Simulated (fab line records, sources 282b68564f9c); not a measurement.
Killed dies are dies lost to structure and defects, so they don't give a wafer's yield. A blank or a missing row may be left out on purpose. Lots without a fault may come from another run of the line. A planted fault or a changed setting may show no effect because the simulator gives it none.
One fault seen from 2 desks | flow rit_cmos | each desk has only its own numbers; what lay behind them comes last

THE TOOL OWNER'S DESK: wet_bench-02
The tool's own readings at RIT_ACTIVE_CLEAN_15 (cleans in SC1, time 600 s): means of the sampled wafers that have a number, for each lot that ran on this tool. A lot is out of limits, marked OUT, if its mean lies more than 4 standard deviations from the usual mean; the brackets give that distance.
Columns: A = run_length_s at RIT_ACTIVE_CLEAN_15, usual 629 s
lot  | first seen here | A
L583 | day 2 01:58     | 633
L586 | day 2 17:25     | 625
L595 | day 4 14:20     | 634
L597 | day 4 23:29     | 653 (+5.6) OUT
L604 | day 6 10:58     | 651 (+5.1) OUT
This desk's finding: out of limits on L597, L604; first on L597, day 4 23:29 (run_length_s at RIT_ACTIVE_CLEAN_15). In limits: L583, L586, L595.

THE METROLOGY DESK
What the gauges read, lot by lot, whatever tool the lot ran on: means of the sampled wafers that have a number. A lot is out of limits, marked OUT, if its mean lies more than 4 standard deviations from the usual mean; the brackets give that distance.
Columns: A = M1_OVL at RIT_M1_OVL_MEAS_10, usual 0.9 nm
lot  | first seen here | A
L581 | day 3 10:36     | -1.0
L583 | day 3 19:22     | 1.7
L584 | day 4 01:58     | 2.2
L586 | day 4 09:47     | -0.2
L587 | day 4 12:48     | 1.8
L588 | day 4 21:25     | -1.1
L589 | day 4 23:14     | 0.8
L590 | day 5 05:40     | 2.5
L591 | day 5 13:46     | 0.6
L592 | day 5 14:45     | -0.7
L593 | day 5 18:35     | 1.8
L595 | day 6 05:16     | 0.8
L597 | day 6 15:07     | 2.5
L604 | day 8 06:28     | 0.8
This desk's finding: nothing out of limits on any of the 14 lots.

PUT TOGETHER
The tool owner's desk could have raised an alarm at day 4 23:29, on L597, L604.
The metrology desk saw nothing out of limits.
The metrology desk has L597, L604 on record, within its limits.
Of the lots named, all ran RIT_ACTIVE_CLEAN_15 on wet_bench-02.

WHAT THE SIMULATOR HAD PUT IN
Process parameter drift: wet_bench-02, from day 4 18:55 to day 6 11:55, at RIT_ACTIVE_CLEAN_15. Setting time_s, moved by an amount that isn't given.
Lots struck among those shown: L597, L604.
Hours from the fault's start to each desk's first reading out of limits: the tool owner's desk, 5.
